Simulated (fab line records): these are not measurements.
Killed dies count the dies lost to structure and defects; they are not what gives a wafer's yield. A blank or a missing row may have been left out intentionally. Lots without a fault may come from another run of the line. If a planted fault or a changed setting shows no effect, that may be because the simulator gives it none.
Split-lot trial    flow rit-cmos    23 wafers read across 5 lots, on a route 202 steps long

SPLIT DETAILS
At RIT_ACTIVE_OXIDATION_01 (target thk 46.8 nm, ox time 3360 s), the setting temp-c was moved away from the recipe's 1000 C on 15 of the 23 wafers read, by -2.0% to +2.6%. All remaining wafers had this setting at the recipe value.

There is no step in the file separating the split from the reading.

THE READING
Values of ACTIVE_OXIDE_THK in nm from RIT_ACTIVE_THK_MEAS_02. On this fab line, fault-free wafers typically give 47.1 nm with a standard deviation of 0.76 nm.

wafer   tool, chamber at the split  temp-c as run, C  against the recipe  ACTIVE_OXIDE_THK, nm  against lot-mates on the recipe
L074.1  -, -                        979.6             -2.0%               39.0                  no lot-mate on the recipe
L074.2  -, -                        979.6             -2.0%               38.6                  no lot-mate on the recipe
L074.3  -, -                        979.6             -2.0%               38.5                  no lot-mate on the recipe
L074.4  -, -                        979.6             -2.0%               38.0                  no lot-mate on the recipe
L074.6  -, -                        979.6             -2.0%               38.6                  no lot-mate on the recipe
L077.1  -, -                        1015              +1.5%               53.6                  no lot-mate on the recipe
L077.2  -, -                        1015              +1.5%               53.9                  no lot-mate on the recipe
L077.4  -, -                        1015              +1.5%               53.8                  no lot-mate on the recipe
L077.5  -, -                        1015              +1.5%               54.0                  no lot-mate on the recipe
L077.6  -, -                        1015              +1.5%               54.9                  no lot-mate on the recipe
L078.1  furnace-04, 0               1000              recipe              45.7                  -
L078.2  furnace-04, 0               1000              recipe              46.0                  -
L078.6  furnace-04, 0               1000              recipe              46.0                  -
L080.1  -, -                        1000              recipe              47.4                  -
L080.2  -, -                        1000              recipe              47.8                  -
L080.3  -, -                        1000              recipe              48.4                  -
L080.4  -, -                        1000              recipe              47.3                  -
L080.5  -, -                        1000              recipe              47.6                  -
L084.1  -, -                        1026              +2.6%               59.4                  no lot-mate on the recipe
L084.2  -, -                        1026              +2.6%               60.0                  no lot-mate on the recipe
L084.3  -, -                        1026              +2.6%               59.4                  no lot-mate on the recipe
L084.4  -, -                        1026              +2.6%               59.1                  no lot-mate on the recipe
L084.6  -, -                        1026              +2.6%               60.2                  no lot-mate on the recipe

FIT RESULTS
A straight line over all 23 wafers: ACTIVE_OXIDE_THK changes by +4.54 nm for each +1% of temp-c; r = +1.00; the points scatter about the line by 0.76 nm.
Too few moved wafers have a lot-mate on the recipe to fit a line with each lot's own level taken away.

THE WHOLE CHAIN: every reading that the file lists as answering this split, in the file's order
step                     what it does                                             reading                                                                              change (the file's fit)               r (the file's)
RIT_ACTIVE_OXIDATION_01  target thk 46.8 nm, ox time 3360 s                       SiO2_of_ACTIVE_OXIDATION_01.thk-nm (the simulator's own value, which no gauge read)  +4.53 nm for each +1% of the setting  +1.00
RIT_ACTIVE_THK_MEAS_02                                                            ACTIVE_OXIDE_THK                                                                     +4.54 for each +1% of the setting     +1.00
RIT_FOX2_WET_ETCH_03     etches Si3N4 in H3PO4, target depth 195 nm, time 2700 s  SiO2_of_ACTIVE_OXIDATION_01.thk-nm (the simulator's own value, which no gauge read)  +4.1 nm for each +1% of the setting   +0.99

FILE'S OWN FIT
ACTIVE_OXIDE_THK changes by +4.54 nm for each +1% of temp-c, r = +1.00.
